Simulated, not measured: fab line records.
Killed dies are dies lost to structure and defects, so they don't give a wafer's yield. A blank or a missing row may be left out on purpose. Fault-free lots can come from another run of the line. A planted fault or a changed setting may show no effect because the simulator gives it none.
What tool caused it? / flow rit cmos / 36 wafers from 12 lots sampled at 7 of the route's 202 steps

== WHAT THE GAUGES SHOWED, per wafer ==
RIT_ACTIVE_BOW_MEAS_00.
lot=L647; measured=day 1 10:00; on=film metro-03; INCOMING_BOW (um)=1 -8 10
lot=L648; measured=day 1 15:00; on=film metro-03; INCOMING_BOW (um)=-8 -7 -4
lot=L649; measured=day 1 20:01; on=film metro-03; INCOMING_BOW (um)=-5 8 -4
lot=L650; measured=day 2 01:00; on=film metro-04; INCOMING_BOW (um)=-4 -2 2
lot=L651; measured=day 2 06:00; on=film metro-01; INCOMING_BOW (um)=-2 2 -1
lot=L652; measured=day 2 11:01; on=film metro-03; INCOMING_BOW (um)=-4 -7 -2
lot=L653; measured=day 2 16:02; on=film metro-01; INCOMING_BOW (um)=-4 5 -4
lot=L654; measured=day 2 21:00; on=film metro-04; INCOMING_BOW (um)=0 -3 -19
lot=L655; measured=day 3 02:00; on=film metro-04; INCOMING_BOW (um)=4 -5 11
lot=L656; measured=day 3 07:00; on=film metro-04; INCOMING_BOW (um)=9 0 -9
lot=L660; measured=day 4 03:01; on=film metro-04; INCOMING_BOW (um)=9 5 2
lot=L665; measured=day 5 04:01; on=film metro-04; INCOMING_BOW (um)=-9 -11 -2

RIT_SPACER_THK_MEAS_04.
lot=L647; measured=day 2 21:34; on=film metro-03; SPACER_NITRIDE_THK (nm)=247.8 248.2 247.8
lot=L648; measured=day 3 07:21; on=film metro-03; SPACER_NITRIDE_THK (nm)=249.2 248.6 248.3
lot=L649; measured=day 3 09:34; on=film metro-02; SPACER_NITRIDE_THK (nm)=249.7 250.5 251.0
lot=L650; measured=day 3 13:47; on=film metro-04; SPACER_NITRIDE_THK (nm)=252.0 250.4 251.4
lot=L651; measured=day 3 17:40; on=film metro-03; SPACER_NITRIDE_THK (nm)=250.4 251.9 250.5
lot=L652; measured=day 3 22:55; on=film metro-02; SPACER_NITRIDE_THK (nm)=252.3 252.1 252.1
lot=L653; measured=day 4 03:17; on=film metro-03; SPACER_NITRIDE_THK (nm)=250.0 249.6 247.0
lot=L654; measured=day 4 08:22; on=film metro-04; SPACER_NITRIDE_THK (nm)=250.5 251.3 250.1
lot=L655; measured=day 4 14:31; on=film metro-04; SPACER_NITRIDE_THK (nm)=249.3 249.4 253.3
lot=L656; measured=day 4 19:52; on=film metro-02; SPACER_NITRIDE_THK (nm)=69.4 72.7 68.9
lot=L660; measured=day 5 17:11; on=film metro-03; SPACER_NITRIDE_THK (nm)=73.2 74.6 72.9
lot=L665; measured=day 6 16:12; on=film metro-02; SPACER_NITRIDE_THK (nm)=248.2 247.7 246.5

RIT_M1_BOW_MEAS_16.
lot=L647; measured=day 3 08:50; on=film metro-04; M1_BOW (um)=17 10 27
lot=L648; measured=day 3 18:05; on=film metro-03; M1_BOW (um)=9 9 11
lot=L649; measured=day 3 22:03; on=film metro-01; M1_BOW (um)=10 22 12
lot=L650; measured=day 4 00:34; on=film metro-03; M1_BOW (um)=12 14 19
lot=L651; measured=day 4 04:40; on=film metro-03; M1_BOW (um)=16 20 17
lot=L652; measured=day 4 09:49; on=film metro-04; M1_BOW (um)=12 11 14
lot=L653; measured=day 4 14:50; on=film metro-03; M1_BOW (um)=12 21 13
lot=L654; measured=day 4 19:46; on=film metro-03; M1_BOW (um)=16 12 -4
lot=L655; measured=day 5 02:25; on=film metro-03; M1_BOW (um)=21 12 28
lot=L656; measured=day 5 07:33; on=film metro-04; M1_BOW (um)=5 -4 -14
lot=L660; measured=day 6 04:32; on=film metro-03; M1_BOW (um)=5 0 -1
lot=L665; measured=day 7 03:44; on=film metro-03; M1_BOW (um)=7 5 15

== WHAT TOOL EACH LOT RAN ON (gives the tool, then ch and the chambers of the sampled wafers, and finally the start) ==
lot=L647; RIT_NWELL_STRIP_09=plasma asher-03 ch 0, day 1 21:47; RIT_NLDD_SOFTBAKE_02=litho track-03 ch 0, day 2 16:36; RIT_SPACER_CVD_03=lpcvd-01 ch 1, day 2 19:38; RIT_SPACER_ETCHBACK_05=rie diel-04 ch 0,3, day 2 21:37
lot=L648; RIT_NWELL_STRIP_09=plasma asher-03 ch 0,1, day 2 06:59; RIT_NLDD_SOFTBAKE_02=litho track-01 ch 0, day 3 02:16; RIT_SPACER_CVD_03=lpcvd-02 ch 0, day 3 05:26; RIT_SPACER_ETCHBACK_05=rie diel-01 ch 0,3, day 3 07:25
lot=L649; RIT_NWELL_STRIP_09=plasma asher-03 ch 0,1, day 2 09:05; RIT_NLDD_SOFTBAKE_02=litho track-03 ch 0, day 3 04:45; RIT_SPACER_CVD_03=lpcvd-02 ch 0, day 3 07:38; RIT_SPACER_ETCHBACK_05=rie diel-02 ch 0,1,2, day 3 09:37
lot=L650; RIT_NWELL_STRIP_09=plasma asher-03 ch 0,1, day 2 11:46; RIT_NLDD_SOFTBAKE_02=litho track-03 ch 0, day 3 08:47; RIT_SPACER_CVD_03=lpcvd-01 ch 1, day 3 11:52; RIT_SPACER_ETCHBACK_05=rie diel-02 ch 0,1,3, day 3 13:50
lot=L651; RIT_NWELL_STRIP_09=plasma asher-04 ch 0,1, day 2 17:44; RIT_NLDD_SOFTBAKE_02=litho track-01 ch 0, day 3 12:49; RIT_SPACER_CVD_03=lpcvd-02 ch 0, day 3 15:44; RIT_SPACER_ETCHBACK_05=rie diel-01 ch 0,2, day 3 17:43
lot=L652; RIT_NWELL_STRIP_09=plasma asher-03 ch 0,1, day 2 21:41; RIT_NLDD_SOFTBAKE_02=litho track-04 ch 0, day 3 17:57; RIT_SPACER_CVD_03=lpcvd-01 ch 0, day 3 20:59; RIT_SPACER_ETCHBACK_05=rie diel-04 ch 0,2, day 3 22:58
lot=L653; RIT_NWELL_STRIP_09=plasma asher-02 ch 0,1, day 3 02:37; RIT_NLDD_SOFTBAKE_02=litho track-03 ch 0, day 3 22:00; RIT_SPACER_CVD_03=lpcvd-01 ch 0, day 4 01:21; RIT_SPACER_ETCHBACK_05=rie diel-02 ch 0,3, day 4 03:20
lot=L654; RIT_NWELL_STRIP_09=plasma asher-03 ch 0,1, day 3 08:13; RIT_NLDD_SOFTBAKE_02=litho track-03 ch 0, day 4 03:31; RIT_SPACER_CVD_03=lpcvd-02 ch 1, day 4 06:27; RIT_SPACER_ETCHBACK_05=rie diel-01 ch 0,1, day 4 08:26
lot=L655; RIT_NWELL_STRIP_09=plasma asher-02 ch 0,1, day 3 13:47; RIT_NLDD_SOFTBAKE_02=litho track-01 ch 0, day 4 09:34; RIT_SPACER_CVD_03=lpcvd-02 ch 1, day 4 12:36; RIT_SPACER_ETCHBACK_05=rie diel-01 ch 0,3, day 4 14:35
lot=L656; RIT_NWELL_STRIP_09=plasma asher-03 ch 0,1, day 3 17:49; RIT_NLDD_SOFTBAKE_02=litho track-03 ch 0, day 4 14:56; RIT_SPACER_CVD_03=lpcvd-02 ch 1, day 4 17:58; RIT_SPACER_ETCHBACK_05=rie diel-02 ch 0,2,3, day 4 19:56
lot=L660; RIT_NWELL_STRIP_09=plasma asher-02 ch 1, day 4 14:17; RIT_NLDD_SOFTBAKE_02=litho track-04 ch 0, day 5 11:46; RIT_SPACER_CVD_03=lpcvd-02 ch 1, day 5 15:15; RIT_SPACER_ETCHBACK_05=rie diel-02 ch 2,3, day 5 17:14
lot=L665; RIT_NWELL_STRIP_09=plasma asher-03 ch 0,1, day 5 15:34; RIT_NLDD_SOFTBAKE_02=litho track-04 ch 0, day 6 11:10; RIT_SPACER_CVD_03=lpcvd-01 ch 0, day 6 14:16; RIT_SPACER_ETCHBACK_05=rie diel-02 ch 0,1,3, day 6 16:15
- RIT_NWELL_STRIP_09: strips in O2, time 180 s.
- RIT_NLDD_SOFTBAKE_02: time 62.18 s.
- RIT_SPACER_CVD_03: deposits Si3N4 from SiH2Cl2/NH3, target thk 250 nm, time 3300 s.
- RIT_SPACER_ETCHBACK_05: etches Si3N4 in SF6/CHF3, stops on SiO2, target depth 250 nm, time 240 s.

== WHAT THE TOOLS THEMSELVES READ (means of the sampled wafers that have a number; where no wafer has one, the mark that the record gives instead) ==
RIT_NWELL_STRIP_09.
lot=L647; tool=plasma asher-03; drypump motor current A (A)=5.94
lot=L648; tool=plasma asher-03; drypump motor current A (A)=5.93
lot=L649; tool=plasma asher-03; drypump motor current A (A)=5.92
lot=L650; tool=plasma asher-03; drypump motor current A (A)=5.91
lot=L651; tool=plasma asher-04; drypump motor current A (A)=5.60
lot=L652; tool=plasma asher-03; drypump motor current A (A)=5.87
lot=L653; tool=plasma asher-02; drypump motor current A (A)=5.84
lot=L654; tool=plasma asher-03; drypump motor current A (A)=5.92
lot=L655; tool=plasma asher-02; drypump motor current A (A)=5.88
lot=L656; tool=plasma asher-03; drypump motor current A (A)=5.89
lot=L660; tool=plasma asher-02; drypump motor current A (A)=5.84
lot=L665; tool=plasma asher-03; drypump motor current A (A)=5.86

RIT_NLDD_SOFTBAKE_02.
lot=L647; tool=litho track-03; heater power total W (W)=34.54; plate sensor t centre C (C)=90.979; plate sensor t edge C (C)=91.020
lot=L648; tool=litho track-01; heater power total W (W)=34.56; plate sensor t centre C (C)=90.974; plate sensor t edge C (C)=91.025
lot=L649; tool=litho track-03; heater power total W (W)=34.61; plate sensor t centre C (C)=90.964; plate sensor t edge C (C)=91.017
lot=L650; tool=litho track-03; heater power total W (W)=34.55; plate sensor t centre C (C)=90.964; plate sensor t edge C (C)=91.020
lot=L651; tool=litho track-01; heater power total W (W)=34.63; plate sensor t centre C (C)=90.962; plate sensor t edge C (C)=91.024
lot=L652; tool=litho track-04; heater power total W (W)=34.59; plate sensor t centre C (C)=90.972; plate sensor t edge C (C)=91.016
lot=L653; tool=litho track-03; heater power total W (W)=34.58; plate sensor t centre C (C)=90.977; plate sensor t edge C (C)=91.022
lot=L654; tool=litho track-03; heater power total W (W)=34.58; plate sensor t centre C (C)=90.974; plate sensor t edge C (C)=91.006
lot=L655; tool=litho track-01; heater power total W (W)=34.58; plate sensor t centre C (C)=90.970; plate sensor t edge C (C)=91.027
lot=L656; tool=litho track-03; heater power total W (W)=34.55; plate sensor t centre C (C)=90.959; plate sensor t edge C (C)=91.017
lot=L660; tool=litho track-04; heater power total W (W)=34.56; plate sensor t centre C (C)=90.965; plate sensor t edge C (C)=91.020
lot=L665; tool=litho track-04; heater power total W (W)=34.61; plate sensor t centre C (C)=90.964; plate sensor t edge C (C)=91.026

RIT_SPACER_CVD_03.
lot=L647; tool=lpcvd-01; zone power source pct (%)=19.4
lot=L648; tool=lpcvd-02; zone power source pct (%)=21.2
lot=L649; tool=lpcvd-02; zone power source pct (%)=21.1
lot=L650; tool=lpcvd-01; zone power source pct (%)=19.6
lot=L651; tool=lpcvd-02; zone power source pct (%)=21.0
lot=L652; tool=lpcvd-01; zone power source pct (%)=18.8
lot=L653; tool=lpcvd-01; zone power source pct (%)=18.7
lot=L654; tool=lpcvd-02; zone power source pct (%)=17.9
lot=L655; tool=lpcvd-02; zone power source pct (%)=17.8
lot=L656; tool=lpcvd-02; zone power source pct (%)=17.9
lot=L660; tool=lpcvd-02; zone power source pct (%)=17.8
lot=L665; tool=lpcvd-01; zone power source pct (%)=18.6

RIT_SPACER_ETCHBACK_05.
lot=L647; tool=rie diel-04; drypump motor current A (A)=5.9; oes product au (a.u.)=0.834; throttle valve pct (%)=10.23
lot=L648; tool=rie diel-01; drypump motor current A (A)=5.7; oes product au (a.u.)=0.838; throttle valve pct (%)=10.20
lot=L649; tool=rie diel-02; drypump motor current A (A)=5.7; oes product au (a.u.)=0.845; throttle valve pct (%)=10.37
lot=L650; tool=rie diel-02; drypump motor current A (A)=5.9; oes product au (a.u.)=0.845; throttle valve pct (%)=10.37
lot=L651; tool=rie diel-01; drypump motor current A (A)=6.2; oes product au (a.u.)=0.859; throttle valve pct (%)=10.16
lot=L652; tool=rie diel-04; drypump motor current A (A)=5.9; oes product au (a.u.)=0.848; throttle valve pct (%)=10.22
lot=L653; tool=rie diel-02; drypump motor current A (A)=5.8; oes product au (a.u.)=0.829; throttle valve pct (%)=10.37
lot=L654; tool=rie diel-01; drypump motor current A (A)=5.9; oes product au (a.u.)=0.840; throttle valve pct (%)=10.23
lot=L655; tool=rie diel-01; drypump motor current A (A)=5.9; oes product au (a.u.)=0.845; throttle valve pct (%)=10.14
lot=L656; tool=rie diel-02; drypump motor current A (A)=5.6; oes product au (a.u.)=0.404; throttle valve pct (%)=10.20
lot=L660; tool=rie diel-02; drypump motor current A (A)=6.0; oes product au (a.u.)=0.404; throttle valve pct (%)=10.24
lot=L665; tool=rie diel-02; drypump motor current A (A)=5.9; oes product au (a.u.)=0.839; throttle valve pct (%)=10.37

== THE ANSWER, worked out from the rows above alone ==
Rule: what is usual is taken from the lots themselves. Put in order of their means at a reading, lots are off if they are a third of the lots or fewer, leave a main group of 4 or more, and stand apart from it by a gap of 3 or more times the standard deviation of the main group's means; of several such gaps the widest counts. A main group is skipped when, at the precision printed for the reading in the tables above, its means are all equal. Also off: a lot with no number at a reading for which 4 or more lots have one. All remaining lots with rows at the step are treated as sound. After the gauges, taken in route order, come the tools' own readings; for these a lot's mean is taken, as printed above. The first step at which some lot is off is used, and at that step the reading that is off furthest; a lot without a number counts as furthest.
Off: at RIT_SPACER_THK_MEAS_04 (SPACER_NITRIDE_THK), L656, L660. The main group: mean 249.9 nm, standard deviation 1.5.
If a tool, at a process step before that reading, ran all the lots that are off and no sound lot after the first of them, it fits. Not tried: the gauges at RIT_SPACER_THK_MEAS_04; whatever is off there is also off at RIT_SPACER_ETCHBACK_05, on other tools, and gauge error can't account for it. One fits: RIT_SPACER_CVD_03 on lpcvd-02. A fault onset in the window from L655 (day 4 12:36, its last sound lot) to L656 (day 4 17:58, its first lot off) fits.

== WHAT THE SIMULATOR PUT IN ==
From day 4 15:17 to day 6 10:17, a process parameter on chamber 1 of lpcvd-02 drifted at RIT_SPACER_CVD_03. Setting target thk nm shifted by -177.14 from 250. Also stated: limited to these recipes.
Shown lots that were struck: L656, L660. This agrees with what the rule above found.
